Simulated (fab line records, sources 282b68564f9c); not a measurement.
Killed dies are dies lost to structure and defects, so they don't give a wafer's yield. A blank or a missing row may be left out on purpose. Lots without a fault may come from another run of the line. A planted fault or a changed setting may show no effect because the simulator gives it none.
Split-lot experiment | flow rit_cmos | 5 lots, 23 wafers read, on a route of 202 steps

THE SPLIT
At RIT_GATE_COAT_11 (resist thk 850 nm), the setting spin_rpm was moved away from the recipe's 4250 rpm on 10 of the 23 wafers read, by -4.4% to +7.0%. The other wafers ran this setting at the recipe's value.

FROM THE SPLIT TO THE READING: what the file shows between them, 3 steps
- RIT_GATE_SOFTBAKE_12: time 60 s
- RIT_GATE_EXPOSE_13: exposes mask M6, target cd 150 nm
- RIT_GATE_HARDBAKE_18: time 60 s

THE READING
NOVOLAK_of_GATE_COAT_11.thk_nm (the simulator's own value, which no gauge read), in nm, at RIT_GATE_ETCH_19 (etches poly-Si in SF6/CHF3/O2, stops on SiO2, time 165 s, target depth 312.5 nm). The file gives no usual value for it. The 13 wafers here that ran the recipe average 672.3 nm, standard deviation 2.3 nm.

wafer  | tool, chamber at the split | spin_rpm as run, rpm | against the recipe | NOVOLAK_of_GATE_COAT_11.thk_nm, nm | against lot-mates on the recipe
L075.2 | litho_track-01, 0          | 4250                 | recipe             | 672.3                              | -
L075.3 | litho_track-01, 0          | 4250                 | recipe             | 672.3                              | -
L075.5 | litho_track-01, 0          | 4250                 | recipe             | 670.2                              | -
L077.1 | litho_track-04, 0          | 4094                 | -3.7%              | 686.7                              | +13.8
L077.2 | litho_track-04, 0          | 4094                 | -3.7%              | 691.1                              | +18.2
L077.3 | litho_track-04, 0          | 4094                 | -3.7%              | 685.8                              | +12.9
L077.4 | litho_track-04, 0          | 4250                 | recipe             | 674.3                              | -
L077.5 | litho_track-04, 0          | 4250                 | recipe             | 671.5                              | -
L076.1 | litho_track-01, 0          | 4250                 | recipe             | 672.6                              | -
L076.2 | litho_track-01, 0          | 4250                 | recipe             | 675.8                              | -
L076.4 | litho_track-01, 0          | 4547                 | +7.0%              | 650.6                              | -23.7
L076.5 | litho_track-01, 0          | 4250                 | recipe             | 674.6                              | -
L076.6 | litho_track-01, 0          | 4547                 | +7.0%              | 649.2                              | -25.1
L078.1 | litho_track-01, 0          | 4250                 | recipe             | 671.5                              | -
L078.3 | litho_track-01, 0          | 4491                 | +5.7%              | 650.8                              | -22.1
L078.4 | litho_track-01, 0          | 4250                 | recipe             | 673                                | -
L078.5 | litho_track-01, 0          | 4491                 | +5.7%              | 651.3                              | -21.6
L078.6 | litho_track-01, 0          | 4250                 | recipe             | 674.3                              | -
L084.1 | litho_track-04, 0          | 4250                 | recipe             | 672                                | -
L084.3 | litho_track-04, 0          | 4250                 | recipe             | 666                                | -
L084.4 | litho_track-04, 0          | 4061                 | -4.4%              | 688.3                              | +19.3
L084.5 | litho_track-04, 0          | 4061                 | -4.4%              | 684                                | +15.0
L084.6 | litho_track-04, 0          | 4061                 | -4.4%              | 689.8                              | +20.8

THE FIT
A straight line over all 23 wafers: NOVOLAK_of_GATE_COAT_11.thk_nm changes by -3.54 nm for each +1% of spin_rpm; r = -0.98; the points scatter about the line by 2.6 nm.
The same after taking each lot's own level away (the mean of its wafers on the recipe; 23 wafers): -3.82 nm for each +1%; r = -0.99; scatter 2 nm.
On that fit, the largest move of spin_rpm shifts the reading by 27 nm.
The lots' own levels span 669.00 to 674.33 nm, that is 2.3 times the standard deviation above.
So the lot-to-lot level changes the slope little: the two slopes agree.
Check: with one of the wafers moved furthest among these (+7.0%) left out of the fit, the line predicts -27 nm for it against its lot-mates. It came out at -23.7 nm against them.

OTHER SPLITS ON THESE WAFERS
These wafers also went through other splits before the reading. Each is held against what the fit with the lots' levels taken away leaves over:
other split on the same wafers   | wafers away from the commonest value | r with NOVOLAK_of_GATE_COAT_11.thk_nm (lot level and that fit taken away)
RIT_FOX1_OXIDATION_00 ox_time_s  | 15                                   | +0.01
RIT_NWELL_IMPLANT_08 dose_cm2    | 11                                   | -0.09
RIT_PWELL_IMPLANT_08 energy_kev  | 8                                    | +0.16
RIT_PRETRO_HARDBAKE_07 temp_c    | 7                                    | -0.14
RIT_PRETRO_IMPLANT_08 energy_kev | 10                                   | -0.04
RIT_GATE_CVD_08 time_s           | 10                                   | -0.17

THE WHOLE CHAIN: every reading that the file lists as answering this split, in the file's order
step                 | what it does                                                                    | reading                                                                         | change (the file's fit)              | r (the file's)
RIT_GATE_COAT_11     | resist thk 850 nm                                                               | NOVOLAK_of_GATE_COAT_11.thk_nm (the simulator's own value, which no gauge read) | -4.21 nm for each +1% of the setting | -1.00
RIT_GATE_HARDBAKE_18 | time 60 s                                                                       | NOVOLAK_of_GATE_COAT_11.thk_nm (the simulator's own value, which no gauge read) | -3.68 nm for each +1% of the setting | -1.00
RIT_GATE_ETCH_19     | etches poly-Si in SF6/CHF3/O2, stops on SiO2, time 165 s, target depth 312.5 nm | NOVOLAK_of_GATE_COAT_11.thk_nm (the simulator's own value, which no gauge read) | -3.78 nm for each +1% of the setting | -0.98

THE FILE'S OWN FIT
NOVOLAK_of_GATE_COAT_11.thk_nm changes by -3.78 nm for each +1% of spin_rpm, r = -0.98.
